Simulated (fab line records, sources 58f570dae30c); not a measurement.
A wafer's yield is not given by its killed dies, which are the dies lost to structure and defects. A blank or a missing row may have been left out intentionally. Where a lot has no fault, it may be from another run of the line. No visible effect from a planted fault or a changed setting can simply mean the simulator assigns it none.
Split-lot study + flow berkeleyCmos170 + 5 lots, 23 wafers read, on a route of 331 steps

## SPLIT DETAILS
At UCB170_M2_METAL_ETCH_18 (etches Al in Cl2/BCl3, stops on SiO2, target depth 1170 nm, time 195 s), the setting timeS was moved away from the recipe's 195 s on 7 of the 23 wafers read, by -7.2% to +9.8%. For the rest of the wafers, this setting stayed at what the recipe calls for.

No step appears in the file between the split and the reading.

## THE READING
oesProductAu, in a.u., at UCB170_M2_STRIP_19 (strips in O2). On this fab line, fault-free wafers typically give 0.534 a.u. with a standard deviation of 0.0094 a.u.

| wafer  | tool, chamber at the split | timeS as run, s | against the recipe | oesProductAu, a.u. | against lot-mates on the recipe |
|--------|----------------------------|-----------------|--------------------|--------------------|---------------------------------|
| L078.1 | rieMetal-03, 0             | 195             | recipe             | 0.541              | -                               |
| L078.4 | rieMetal-03, 0             | 195             | recipe             | 0.546              | -                               |
| L078.5 | rieMetal-03, 0             | 195             | recipe             | 0.531              | -                               |
| L079.1 | rieMetal-04, 0             | 195             | recipe             | 0.549              | -                               |
| L079.2 | rieMetal-04, 1             | 195             | recipe             | 0.531              | -                               |
| L079.4 | rieMetal-04, 0             | 195             | recipe             | 0.543              | -                               |
| L079.5 | rieMetal-04, 0             | 195             | recipe             | 0.546              | -                               |
| L079.6 | rieMetal-04, 1             | 195             | recipe             | 0.536              | -                               |
| L080.1 | rieMetal-03, 0             | 184.2           | -5.5%              | 0.567              | +0.044                          |
| L080.3 | rieMetal-03, 0             | 195             | recipe             | 0.529              | -                               |
| L080.4 | rieMetal-03, 1             | 195             | recipe             | 0.526              | -                               |
| L080.5 | rieMetal-03, 0             | 184.2           | -5.5%              | 0.573              | +0.050                          |
| L080.6 | rieMetal-03, 1             | 195             | recipe             | 0.514              | -                               |
| L081.1 | rieMetal-02, 0             | 181             | -7.2%              | 0.595              | +0.055                          |
| L081.2 | rieMetal-02, 0             | 181             | -7.2%              | 0.584              | +0.044                          |
| L081.3 | rieMetal-02, 0             | 195             | recipe             | 0.542              | -                               |
| L081.5 | rieMetal-02, 0             | 195             | recipe             | 0.537              | -                               |
| L081.6 | rieMetal-02, 0             | 181             | -7.2%              | 0.591              | +0.051                          |
| L084.1 | rieMetal-03, 0             | 195             | recipe             | 0.530              | -                               |
| L084.2 | rieMetal-03, 1             | 214.1           | +9.8%              | 0.463              | -0.062                          |
| L084.3 | rieMetal-03, 1             | 214.1           | +9.8%              | 0.456              | -0.069                          |
| L084.5 | rieMetal-03, 1             | 195             | recipe             | 0.529              | -                               |
| L084.6 | rieMetal-03, 0             | 195             | recipe             | 0.516              | -                               |

FIT RESULTS
A straight line over all 23 wafers: oesProductAu changes by -0.00752 a.u. for each +1% of timeS; r = -0.96; the points scatter about the line by 0.0092 a.u.
The same after taking each lot's own level away (the mean of its wafers on the recipe; 23 wafers): -0.00706 a.u. for each +1%; r = -0.98; scatter 0.0063 a.u.
That fit puts the effect of the largest move of timeS on the reading at 0.069 a.u.
From 0.5230 to 0.5410 a.u.: that is the span of the lots' own levels, equal to 1.9 times the standard deviation above.
The two slopes agree, so the slope changes little with the lot-to-lot level.
Check: for one of the wafers moved furthest among these (+9.8%), held out of the fit, the line's prediction against its lot-mates is -0.0709 a.u. It came out at -0.062 a.u. against them.
Tool readings at the split's step, against how far the setting was moved: oesProductAu r = -0.94.

## OTHER SPLITS ON THESE WAFERS
Note: prior to the reading, these wafers also went through further splits. Each is held against what the fit with the lots' levels taken away leaves over:
| other split on the same wafers | wafers away from the commonest value | r with oesProductAu (lot level and that fit taken away) |
|--------------------------------|--------------------------------------|---------------------------------------------------------|
| UCB170_V1_ETCH_14 overEtchFrac | 8                                    | -0.15                                                   |

## THE WHOLE CHAIN: every reading that the file lists as answering this split, in the file's order
| step                    | what it does                                                           | reading                                                                  | change (the file's fit)                   | r (the file's) |
|-------------------------|------------------------------------------------------------------------|--------------------------------------------------------------------------|-------------------------------------------|----------------|
| UCB170_M2_METAL_ETCH_18 | etches Al in Cl2/BCl3, stops on SiO2, target depth 1170 nm, time 195 s | oesProductAu                                                             | -0.00398 a.u. for each +1% of the setting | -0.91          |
| UCB170_M2_METAL_ETCH_18 | etches Al in Cl2/BCl3, stops on SiO2, target depth 1170 nm, time 195 s | KrF_of_M2_COAT_10.thkNm (the simulator's own value, which no gauge read) | -6.97 nm for each +1% of the setting      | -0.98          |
| UCB170_M2_METAL_ETCH_18 | etches Al in Cl2/BCl3, stops on SiO2, target depth 1170 nm, time 195 s | SiO2_of_V1_CVD_00.thkNm (the simulator's own value, which no gauge read) | -0.541 nm for each +1% of the setting     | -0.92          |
| UCB170_M2_STRIP_19      | strips in O2                                                           | oesProductAu                                                             | -0.0071 a.u. for each +1% of the setting  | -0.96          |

## FILE'S OWN FIT
oesProductAu changes by -0.0071 a.u. for each +1% of timeS, r = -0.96.
